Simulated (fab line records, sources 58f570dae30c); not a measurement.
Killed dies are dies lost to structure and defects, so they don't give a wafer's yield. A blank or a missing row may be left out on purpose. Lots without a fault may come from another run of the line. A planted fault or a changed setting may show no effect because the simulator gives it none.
Which tool did it? | flow berkeley_cmos170 | 14 lots, 42 wafers sampled, at 4 steps of a route of 331

WHAT THE GAUGES READ, wafer by wafer
UCB170_START_BOW_MEAS_00. Usual: INCOMING_BOW -1 um, standard deviation 5.9.
lot  | measured    | on            | INCOMING_BOW (um) | flag
L736 | day 1 20:01 | film_metro-03 | -8 -2 -1          |
L737 | day 2 01:00 | film_metro-02 | 1 1 1             |
L738 | day 2 06:00 | film_metro-02 | -6 8 -3           |
L739 | day 2 11:00 | film_metro-02 | -8 3 -7           |
L740 | day 2 16:11 | film_metro-01 | 16 6 13           |
L742 | day 3 02:01 | film_metro-01 | -3 -1 5           |
L743 | day 3 07:00 | film_metro-02 | 6 -10 1           |
L744 | day 3 12:02 | film_metro-01 | 6 0 6             |
L745 | day 3 17:01 | film_metro-03 | -2 1 2            |
L746 | day 3 22:02 | film_metro-02 | 15 3 1            |
L749 | day 4 13:00 | film_metro-03 | -9 2 -1           |
L753 | day 5 09:00 | film_metro-03 | -3 4 -4           |
L755 | day 5 19:00 | film_metro-01 | -2 -6 2           |
L757 | day 6 05:00 | film_metro-01 | -3 8 -5           |

UCB170_NWELL_OVL_MEAS_12. Usual: NWELL_OVL -4 nm, standard deviation 5.7.
lot  | measured    | on         | NWELL_OVL (nm) | flag
L736 | day 2 12:56 | overlay-02 | 11 9 -2        |
L737 | day 3 00:00 | overlay-01 | -13 -19 -10    |
L738 | day 3 00:16 | overlay-02 | -8 -6 -11      |
L739 | day 3 07:37 | overlay-02 | -12 -6 -6      |
L740 | day 3 15:09 | overlay-02 | -3 -4 4        |
L742 | day 3 23:52 | overlay-01 | -1 -6 3        |
L743 | day 4 09:10 | overlay-01 | -7 -12 -10     |
L744 | day 4 12:28 | overlay-01 | 4 -1 0         |
L745 | day 4 11:43 | overlay-02 | -14 -10 -4     |
L746 | day 4 16:44 | overlay-02 | 8 1 5          |
L749 | day 5 14:18 | overlay-01 | -12 -3 -10     |
L753 | day 6 02:17 | overlay-01 | -3 -5 -1       |
L755 | day 6 13:29 | overlay-02 | -5 -1 -5       |
L757 | day 7 05:24 | overlay-02 | -5 1 1         |

UCB170_GATE_THK_MEAS_02. Usual: GATE_OXIDE_THK 6.68 nm, standard deviation 0.13.
lot  | measured     | on            | GATE_OXIDE_THK (nm) | flag
L736 | day 6 00:19  | film_metro-01 | 6.74 6.74 6.74      |
L737 | day 6 11:26  | film_metro-01 | 6.54 6.63 6.40      |
L738 | day 6 11:26  | film_metro-04 | 6.68 6.60 6.60      |
L739 | day 7 03:39  | film_metro-01 | 6.80 6.65 6.67      |
L740 | day 7 17:41  | film_metro-01 | 6.69 6.67 6.76      |
L742 | day 7 17:44  | film_metro-04 | 6.90 6.88 6.84      |
L743 | day 7 17:40  | film_metro-03 | 6.81 6.77 6.79      |
L744 | day 8 11:31  | film_metro-03 | 6.83 6.85 6.77      |
L745 | day 7 17:41  | film_metro-04 | 6.53 6.61 6.70      |
L746 | day 8 11:31  | film_metro-01 | 6.71 6.73 6.75      |
L749 | day 9 09:52  | film_metro-01 | 6.76 6.81 6.80      |
L753 | day 9 18:44  | film_metro-03 | 6.74 6.71 6.84      |
L755 | day 10 04:45 | film_metro-01 | 6.82 6.74 6.70      |
L757 | day 10 15:10 | film_metro-04 | 6.75 6.71 6.66      |

WHICH TOOL RAN EACH LOT (tool, then ch and the chambers of the sampled wafers, then the start)
lot  | UCB170_PVT_STRIP_08
L736 | plasma_asher-01 ch 0,1, day 5 20:43
L737 | plasma_asher-03 ch 0,1, day 6 06:13
L738 | plasma_asher-04 ch 0,1, day 6 05:58
L739 | plasma_asher-01 ch 0,1, day 6 22:14
L740 | plasma_asher-03 ch 0,1, day 7 12:08
L742 | plasma_asher-04 ch 0, day 7 12:17
L743 | plasma_asher-04 ch 1, day 7 11:59
L744 | plasma_asher-01 ch 0,1, day 8 04:53
L745 | plasma_asher-03 ch 1, day 7 11:43
L746 | plasma_asher-04 ch 0,1, day 8 04:21
L749 | plasma_asher-04 ch 0,1, day 9 03:04
L753 | plasma_asher-04 ch 0, day 9 14:44
L755 | plasma_asher-01 ch 0,1, day 10 00:49
L757 | plasma_asher-01 ch 0,1, day 10 11:14
- UCB170_PVT_STRIP_08: strips in O2.

WHAT THE TOOLS THEMSELVES READ (means of the sampled wafers that have a number; where no wafer has one, the mark that the record gives instead)
UCB170_PVT_STRIP_08. Usual: drypump_motor_current_A 5.8 A, standard deviation 0.42; oes_product_au 0.735 a.u., standard deviation 0.0042; strip_time_to_endpoint_s 21.64 s, standard deviation 0.062.
lot  | tool            | drypump_motor_current_A (A) | oes_product_au (a.u.) | strip_time_to_endpoint_s (s) | flag
L736 | plasma_asher-01 | 6.0                         | 0.736                 | 21.56                        |
L737 | plasma_asher-03 | 6.2                         | 0.735                 | 21.69                        |
L738 | plasma_asher-04 | 5.3                         | 0.734                 | 21.60                        |
L739 | plasma_asher-01 | 6.0                         | 0.737                 | 21.64                        |
L740 | plasma_asher-03 | 6.2                         | 0.740                 | 21.65                        |
L742 | plasma_asher-04 | 5.1                         | 0.734                 | 21.71                        |
L743 | plasma_asher-04 | 5.4                         | 0.733                 | 21.57                        |
L744 | plasma_asher-01 | 6.0                         | 0.736                 | 21.63                        |
L745 | plasma_asher-03 | 6.2                         | 0.732                 | 21.62                        |
L746 | plasma_asher-04 | 5.3                         | 0.735                 | 21.60                        |
L749 | plasma_asher-04 | 5.2                         | 0.861                 | 21.71                        | OFF
L753 | plasma_asher-04 | 5.0                         | 0.856                 | 21.69                        | OFF
L755 | plasma_asher-01 | 5.9                         | 0.735                 | 21.58                        |
L757 | plasma_asher-01 | 5.9                         | 0.734                 | 21.65                        |

THE ANSWER, worked out from the rows above alone
Rule: a lot is off if the mean of its wafers that have a number lies more than 3 standard deviations from the usual mean. A lot without any number at a reading at which 4 lots or more have one is off too. The other lots that the step has rows for count as sound. The gauges are gone through in route order, then the tools' own readings, and for those a lot's mean is taken as printed above. The first step at which some lot is off is used, and at that step the reading that is off furthest; a lot without a number counts as furthest.
Off: L749, L753, at UCB170_PVT_STRIP_08 (oes_product_au).
A tool fits if, at that step or a process step before it, it ran every lot that is off, and no sound lot after the first of them. One fits: plasma_asher-04 at UCB170_PVT_STRIP_08. Its last sound lot is L746 (day 8 04:21), its first lot that is off L749 (day 9 03:04): a fault that began between those two fits.
The tool's own readings at UCB170_PVT_STRIP_08 bear it out: on the lots that are off they differ by more than 5 times the standard deviation of the sound lots' means. oes_product_au reads 0.859 a.u. there against 0.735 a.u. on the sound lots.

WHAT THE SIMULATOR HAD PUT IN
Process parameter drift: plasma_asher-04, from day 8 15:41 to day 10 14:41, at UCB170_PVT_STRIP_08. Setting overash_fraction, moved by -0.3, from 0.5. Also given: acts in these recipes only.
Lots struck among those shown: L749, L753. The rule above found the same.
